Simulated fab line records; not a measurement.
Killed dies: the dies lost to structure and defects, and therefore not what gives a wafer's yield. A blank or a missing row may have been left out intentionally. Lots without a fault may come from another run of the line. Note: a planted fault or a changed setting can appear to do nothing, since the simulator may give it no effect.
The tool behind it: which one?	flow berkeley cmos170	14 lots with 42 wafers sampled at 6 steps, on a route of 331 steps

== WHAT THE GAUGES READ, wafer by wafer ==
UCB170_GATE_CD_MEAS_12 targets a cd of 350 nm.
lot	measured	on	cd nm (nm)
L597	day 7 08:16	cd sem-02	351.3 350.5 351.6
L598	day 8 01:24	cd sem-01	350.6 352.7 350.9
L599	day 8 01:41	cd sem-02	350.0 348.2 349.9
L602	day 8 18:49	cd sem-02	348.2 350.8 350.6
L603	day 8 18:50	cd sem-01	348.8 348.9 349.2
L601	day 8 19:32	cd sem-01	352.3 353.6 352.7
L604	day 8 19:39	cd sem-01	350.2 349.6 349.7
L607	day 9 01:46	cd sem-02	350.5 349.8 351.0
L608	day 9 15:05	cd sem-02	351.1 350.4 350.5
L613	day 10 16:28	cd sem-01	349.0 350.2 349.7
L614	day 10 23:51	cd sem-02	350.2 350.4 349.2
L615	day 11 00:08	cd sem-01	348.9 347.8 348.2
L617	day 11 15:24	cd sem-02	350.3 350.6 350.5
L620	day 11 22:35	cd sem-01	348.7 349.1 349.2

UCB170_PLDD_CD_MEAS_06 targets a cd of 1200 nm.
lot	measured	on	cd nm (nm)
L597	day 7 10:20	cd sem-02	1200.1 1200.9 1200.5
L598	day 8 03:07	cd sem-01	1199.3 1200.7 1201.8
L599	day 8 03:23	cd sem-02	1199.8 1200.4 1198.8
L602	day 8 21:40	cd sem-02	1197.1 1198.1 1198.1
L603	day 8 22:05	cd sem-02	1200.6 1199.8 1200.3
L601	day 8 22:10	cd sem-01	1199.9 1200.3 1200.4
L604	day 8 22:39	cd sem-01	1200.6 1200.1 1201.0
L607	day 9 03:17	cd sem-02	1199.9 1202.1 1201.8
L608	day 9 16:47	cd sem-01	1198.3 1198.0 1197.4
L613	day 10 17:57	cd sem-01	1199.9 1199.6 1200.4
L614	day 11 01:54	cd sem-02	1199.5 1198.2 1199.9
L615	day 11 02:41	cd sem-02	1198.8 1200.8 1200.0
L617	day 11 17:28	cd sem-01	1200.2 1202.2 1200.5
L620	day 12 01:56	cd sem-02	1199.9 1201.4 1200.4

UCB170_PLDD_OVL_MEAS_07.
lot	measured	on	PLDD_OVL (nm)
L597	day 7 10:26	overlay-02	-9 -4 -8
L598	day 8 03:13	overlay-01	3 7 2
L599	day 8 03:29	overlay-02	1 -10 -3
L602	day 8 21:46	overlay-02	5 1 -3
L603	day 8 22:12	overlay-02	-2 -2 -3
L601	day 8 22:16	overlay-01	-1 -2 -2
L604	day 8 22:45	overlay-02	1 0 -4
L607	day 9 03:25	overlay-02	-5 -3 -5
L608	day 9 16:54	overlay-01	3 -4 0
L613	day 10 18:04	overlay-01	0 -2 0
L614	day 11 02:01	overlay-02	-7 -11 -7
L615	day 11 02:46	overlay-02	-7 -3 -10
L617	day 11 17:35	overlay-01	-2 3 -6
L620	day 12 02:04	overlay-02	-3 -5 -10

UCB170_PLDD_TW_MEAS_11.
lot	measured	on	PLDD_TW
L597	day 7 10:53	film metro-03	1010 1011 1009
L598	day 8 03:40	film metro-01	1017 1016 1018
L599	day 8 03:56	film metro-02	994 994 1001
L602	day 8 22:13	film metro-01	1011 1012 1008
L603	day 8 22:38	film metro-03	1012 1009 1012
L601	day 8 22:43	film metro-02	1002 1003 997
L604	day 8 23:11	film metro-01	1013 1016 1014
L607	day 9 03:51	film metro-03	948 953 949
L608	day 9 17:20	film metro-01	961 962 961
L613	day 10 18:30	film metro-03	1014 1006 1010
L614	day 11 02:27	film metro-02	997 996 999
L615	day 11 03:13	film metro-02	994 1004 991
L617	day 11 18:01	film metro-01	1016 1010 1012
L620	day 12 02:30	film metro-01	1011 1010 1016

UCB170_SDANNEAL_RS_MEAS_04: uses a four-point probe to measure.
lot	measured	on	PLDD_RS (ohm/sq)
L597	day 8 02:01	film metro-01	1032.1 1029.5 1030.1
L598	day 8 15:53	film metro-03	1031.2 1034.0 1030.5
L599	day 8 16:11	film metro-02	1030.2 1034.0 1033.3
L602	day 9 12:11	film metro-02	1036.8 1039.8 1036.0
L603	day 9 13:02	film metro-02	1033.5 1033.7 1036.0
L601	day 9 13:14	film metro-03	1031.6 1031.1 1032.1
L604	day 9 13:38	film metro-02	1029.5 1028.9 1030.7
L607	day 9 20:21	film metro-02	1050.3 1051.5 1049.7
L608	day 10 09:21	film metro-03	1048.3 1046.1 1045.3
L613	day 11 06:33	film metro-01	1033.3 1031.3 1033.7
L614	day 11 16:19	film metro-03	1034.6 1032.7 1032.6
L615	day 11 16:44	film metro-02	1034.8 1032.7 1034.2
L617	day 12 05:10	film metro-03	1027.3 1029.1 1028.6
L620	day 12 15:29	film metro-02	1040.1 1039.8 1034.8

== WHICH TOOL RAN EACH LOT (tool, then ch and the chambers of the sampled wafers, then the start) ==
lot	UCB170_PLDD_IMPLANT_08
L597	implanter-04 ch 0, day 7 10:31
L598	implanter-04 ch 0, day 8 03:17
L599	implanter-01 ch 0, day 8 03:34
L602	implanter-04 ch 0, day 8 21:50
L603	implanter-03 ch 0, day 8 22:14
L601	implanter-01 ch 0, day 8 22:19
L604	implanter-03 ch 0, day 8 22:49
L607	implanter-01 ch 0, day 9 03:27
L608	implanter-01 ch 0, day 9 16:57
L613	implanter-04 ch 0, day 10 18:07
L614	implanter-03 ch 0, day 11 02:03
L615	implanter-04 ch 0, day 11 02:51
L617	implanter-04 ch 0, day 11 17:37
L620	implanter-04 ch 0, day 12 02:06
- UCB170_PLDD_IMPLANT_08

== AS READ BY THE TOOLS THEMSELVES (means over the sampled wafers that have a number; for cases with no such wafer, the mark the record gives instead) ==
UCB170_PLDD_IMPLANT_08.
lot	tool	beam energy keV	beam on s (s)	faraday current uA
L597	implanter-04	10.002	10.07	158
L598	implanter-04	10.004	10.02	159
L599	implanter-01	10.001	9.86	161
L602	implanter-04	10.004	9.96	159
L603	implanter-03	10.003	9.98	159
L601	implanter-01	10.001	9.88	161
L604	implanter-03	10.002	9.83	161
L607	implanter-01	6.497	16.59	96
L608	implanter-01	6.501	16.80	95
L613	implanter-04	10.001	9.83	161
L614	implanter-03	10.004	10.20	156
L615	implanter-04	10.003	10.18	156
L617	implanter-04	9.999	10.10	157
L620	implanter-04	10.001	10.19	156

== THE ANSWER, worked out from the rows above alone ==
Rule: usual is defined by the lots themselves. The widest of any qualifying gaps counts: lots, ordered by their means at a reading, are off when they make up no more than a third of the lots, leave a main group of 4 or more, and stand apart from it by 3 or more times the standard deviation of that group's means. If all means in a main group match to the digits the tables above print for the reading, that group is not used. Also off: a lot with no number at a reading for which 4 or more lots have one. The other lots that the step has rows for count as sound. After the gauges, taken in route order, come the tools' own readings; for these a lot's mean is taken, as printed above. At the first step where some lot is off, the reading lying furthest off is the one used; lots without a number count as furthest.
Off: at UCB170_PLDD_TW_MEAS_11 (PLDD_TW), L607, L608. The main group has a mean of 1007 with a standard deviation of 7.2.
A tool fits if, at a process step before that reading, it ran every lot that is off, and no sound lot after the first of them. Not tried: the gauges at UCB170_PLDD_TW_MEAS_11; whatever is off there is also off at UCB170_PLDD_IMPLANT_08, on other tools, and gauge error can't account for it. One fits: implanter-01 at UCB170_PLDD_IMPLANT_08. A fault onset in the window from L601 (day 8 22:19, its last sound lot) to L607 (day 9 03:27, its first lot off) fits.
The tool's own readings at UCB170_PLDD_IMPLANT_08 bear it out: on the lots that are off they differ by more than 5 times the standard deviation of the sound lots' means. beam energy keV reads 6.499 there against 10.002 on the sound lots; beam on s reads 16.70 s there against 10.01 s on the sound lots; faraday current uA reads 96 there against 159 on the sound lots.

== WHAT THE SIMULATOR PUT IN ==
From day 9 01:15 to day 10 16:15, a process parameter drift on implanter-01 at UCB170_PLDD_IMPLANT_08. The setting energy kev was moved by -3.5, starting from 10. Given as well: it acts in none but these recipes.
Struck lots among those shown: L607, L608. The rule above found the same.
